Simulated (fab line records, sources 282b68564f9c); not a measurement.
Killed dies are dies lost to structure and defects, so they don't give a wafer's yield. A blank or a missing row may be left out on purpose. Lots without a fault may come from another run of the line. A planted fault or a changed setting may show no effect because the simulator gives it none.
A struck lot beside a sound one | flow rit_cmos | 17 steps out of a route of 202
Sound: wafers L308.1, L308.2, L308.6. Struck: wafers L307.3, L307.4, L307.6. The cause comes at the end.
At each step with rows: each side's tool, then ch and its chambers, then its first start. Under that, the readings that differ: sound wafers | struck wafers | difference of the means | sigmas: that difference in standard deviations of wafers without a fault.
alike: readings whose means differ by less than 2 such deviations, and words and numbers that are the same on both sides. not compared: withheld readings, readings that some wafer has no value for, bounds like >300 that may hide the same value, and numbers for which the record gives no deviation and whose values overlap.
The two part at a step that has a row with sigmas, a row that says differs or no value, or rows on one side only. Numbers that don't overlap but have no deviation are shown without sigmas and don't part them. A reading that every wafer of one side lacks parts them only if that side has two wafers or more.

RIT_PWELL_TW_MEAS_10:
  sound on film_metro-03, day 2 19:59; struck on film_metro-04, day 2 15:20
  alike: PWELL_TW
then, 1 step without rows for these wafers: RIT_WELLDRIVE_ANNEAL_00 (time 14700 s).
RIT_WELLDRIVE_RS_MEAS_01: measures by four-point-probe.
  sound on film_metro-02, day 3 01:22; struck on film_metro-04, day 2 20:30
  alike: NWELL_RS
RIT_WELLDRIVE_RS_MEAS_02: measures by four-point-probe.
  sound on film_metro-02, day 3 01:29; struck on film_metro-04, day 2 20:37
  alike: PWELL_RS
then, 6 steps without rows for these wafers: RIT_NRETRO_HMDS_00 (prime time 60 s); RIT_NRETRO_COAT_01 (resist thk 1300 nm); RIT_NRETRO_SOFTBAKE_02 (time 60 s); RIT_NRETRO_EXPOSE_03 (exposes mask M4, target cd 43900 nm); RIT_NRETRO_PEB_04; RIT_NRETRO_DEVELOP_05 (develop time 68 s).
RIT_NRETRO_OVL_MEAS_06:
  sound on overlay-01, day 3 02:40; struck on overlay-01, day 2 21:43
  alike: NRETRO_OVL
then, 1 step without rows for these wafers: RIT_NRETRO_HARDBAKE_07 (time 120 s).
RIT_NRETRO_IMPLANT_08:
  sound on implanter-03 ch 0, day 3 02:57; struck on implanter-02 ch 0, day 2 22:22
RIT_NRETRO_STRIP_09: strips in O2, time 180 s.
  sound on plasma_asher-01 ch 0,1, day 3 03:06; struck on plasma_asher-02 ch 0,1, day 2 22:31
  reading                     | sound       | struck      | difference | sigmas
  drypump_motor_current_A (A) | 5.5 5.5 5.4 | 6.3 6.4 6.4 | +0.9       | +2
  not compared: rf_hours_counter_h
RIT_NRETRO_TW_MEAS_10:
  sound on film_metro-03, day 3 03:16; struck on film_metro-02, day 2 22:39
  reading   | sound          | struck         | difference | sigmas
  NRETRO_TW | 1062 1059 1055 | 1335 1324 1326 | +270       | +31
then, 1 step without rows for these wafers: RIT_PRETRO_HMDS_00 (prime time 60 s).
RIT_M1_PROBE_99:
  the record has rows for the struck wafers here (prober-01, day 4 02:22) and none for the sound ones

WHERE THEY PART
First at RIT_NRETRO_STRIP_09; last, within this record, at RIT_M1_PROBE_99.

WHY: what the simulator had put in
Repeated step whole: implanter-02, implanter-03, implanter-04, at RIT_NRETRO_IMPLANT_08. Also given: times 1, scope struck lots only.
